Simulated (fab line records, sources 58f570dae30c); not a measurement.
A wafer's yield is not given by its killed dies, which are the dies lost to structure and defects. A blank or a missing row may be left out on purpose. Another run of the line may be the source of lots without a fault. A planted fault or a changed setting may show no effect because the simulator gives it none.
Which tool was responsible?	flow berkeley cmos170	Sampling: 14 lots, 42 wafers, 3 of 331 route steps

WHAT THE GAUGES SHOWED, per wafer
UCB170_V2_OVL_MEAS_13. Usual: V2_OVL gives 7 nm (standard deviation 4.4).
lot	measured	on	V2_OVL (nm)	flag
L852	day 8 22:29	overlay-02	5 7 0	
L854	day 8 20:51	overlay-02	8 11 14	
L857	day 11 10:09	overlay-02	8 5 10	
L858	day 11 08:56	overlay-02	-3 8 10	
L859	day 11 08:46	overlay-01	15 13 10	
L860	day 11 08:14	overlay-02	8 11 5	
L861	day 11 10:46	overlay-02	8 8 11	
L866	day 12 09:19	overlay-01	6 14 5	
L867	day 12 17:13	overlay-01	6 15 13	
L868	day 12 20:16	overlay-02	7 13 9	
L870	day 13 01:17	overlay-02	4 11 9	
L871	day 13 09:08	overlay-02	1 7 2	
L872	day 13 13:46	overlay-02	4 3 3	
L874	day 13 15:27	overlay-01	1 7 2	

EACH LOT AND THE TOOL THAT RAN IT (in order: tool; ch and the chambers of the sampled wafers; start)
lot	UCB170_ACTIVE_OXIDATION_02	UCB170_M2_ETCH_17
L852	furnace-04 ch 0, day 4 10:15	rie diel-04 ch 1,2,3, day 8 20:11
L854	furnace-04 ch 0, day 4 16:42	rie diel-02 ch 0,2, day 8 18:34
L857	furnace-02 ch 0, day 6 01:48	rie diel-04 ch 1,2, day 11 04:17
L858	furnace-02 ch 0, day 6 01:48	rie diel-01 ch 0,2,3, day 11 02:28
L859	furnace-02 ch 0, day 6 01:48	rie diel-04 ch 1,2,3, day 11 02:44
L860	furnace-01 ch 0, day 6 12:12	rie diel-01 ch 0,2,3, day 11 03:34
L861	furnace-01 ch 0, day 6 12:12	rie diel-01 ch 0,2, day 11 04:51
L866	furnace-01 ch 0, day 7 07:26	rie diel-04 ch 0,2, day 12 04:45
L867	furnace-01 ch 0, day 7 21:12	rie diel-02 ch 0,2,3, day 12 14:26
L868	furnace-01 ch 0, day 7 21:12	rie diel-02 ch 0,1,3, day 12 17:43
L870	furnace-02 ch 0, day 8 08:26	rie diel-02 ch 1,2,3, day 12 22:31
L871	furnace-02 ch 0, day 8 22:28	rie diel-04 ch 0,3, day 13 06:23
L872	furnace-02 ch 0, day 8 22:28	rie diel-01 ch 1,3, day 13 11:07
L874	furnace-02 ch 0, day 8 22:28	rie diel-02 ch 3, day 13 12:49
- UCB170_ACTIVE_OXIDATION_02: target thk 26.4 nm, ox time 1260 s.
- UCB170_M2_ETCH_17: etches BARC in N2/H2.

WHAT THE TOOLS THEMSELVES READ (means of the sampled wafers that have a number; where no wafer has one, the mark that the record gives instead)
UCB170_ACTIVE_OXIDATION_02. Usual: ox temp c 1000.1 C, standard deviation 0.45; zone power centre pct 47.3 %, standard deviation 1.3.
lot	tool	ox temp c (C)	zone power centre pct (%)	flag
L852	furnace-04	1000.2	46.7	
L854	furnace-04	999.8	46.7	
L857	furnace-02	999.5	46.3	
L858	furnace-02	1000.0	46.5	
L859	furnace-02	1000.0	46.6	
L860	furnace-01	1000.1	49.0	
L861	furnace-01	1000.4	48.5	
L866	furnace-01	999.6	49.1	
L867	furnace-01	999.9	49.0	
L868	furnace-01	999.6	49.1	
L870	furnace-02	1000.2	46.2	
L871	furnace-02	999.7	46.6	
L872	furnace-02	1000.0	46.5	
L874	furnace-02	1000.1	46.4	

UCB170_M2_ETCH_17. Usual: chamber pressure mTorr 30.003 mTorr, standard deviation 0.026; drypump motor current A 5.6 A, standard deviation 0.45; oes product au 1.013 a.u., standard deviation 0.022; throttle valve pct 13.33 %, standard deviation 0.089.
lot	tool	chamber pressure mTorr (mTorr)	drypump motor current A (A)	oes product au (a.u.)	throttle valve pct (%)	flag
L852	rie diel-04	30.005	5.2	1.002	13.33	
L854	rie diel-02	30.034	5.8	0.991	13.39	
L857	rie diel-04	30.003	5.1	1.009	13.33	
L858	rie diel-01	30.014	5.6	1.005	13.37	
L859	rie diel-04	30.029	5.2	1.002	13.32	
L860	rie diel-01	30.030	5.7	1.008	13.37	
L861	rie diel-01	29.995	5.5	1.000	13.29	
L866	rie diel-04	30.015	6.0	1.016	13.29	
L867	rie diel-02	30.002	5.7	0.990	13.39	
L868	rie diel-02	30.030	5.6	1.019	13.34	
L870	rie diel-02	30.021	5.6	1.019	13.37	
L871	rie diel-04	30.009	5.7	1.014	13.30	
L872	rie diel-01	30.011	5.5	1.024	13.37	
L874	rie diel-02	30.011	5.6	1.009	13.35	

THE ANSWER, worked out from the rows above alone
Rule: a lot is off if the mean of its wafers that have a number lies more than 3 standard deviations from the usual mean. A lot without any number at a reading at which 4 lots or more have one is off too. The other lots that the step has rows for count as sound. The gauges are gone through in route order, then the tools' own readings, and for those a lot's mean is taken as printed above. The first step at which some lot is off is used, and at that step the reading that is off furthest; a lot without a number counts as furthest.
No lot is off at any reading shown: from this, nothing can be told.

WHAT THE SIMULATOR HAD PUT IN
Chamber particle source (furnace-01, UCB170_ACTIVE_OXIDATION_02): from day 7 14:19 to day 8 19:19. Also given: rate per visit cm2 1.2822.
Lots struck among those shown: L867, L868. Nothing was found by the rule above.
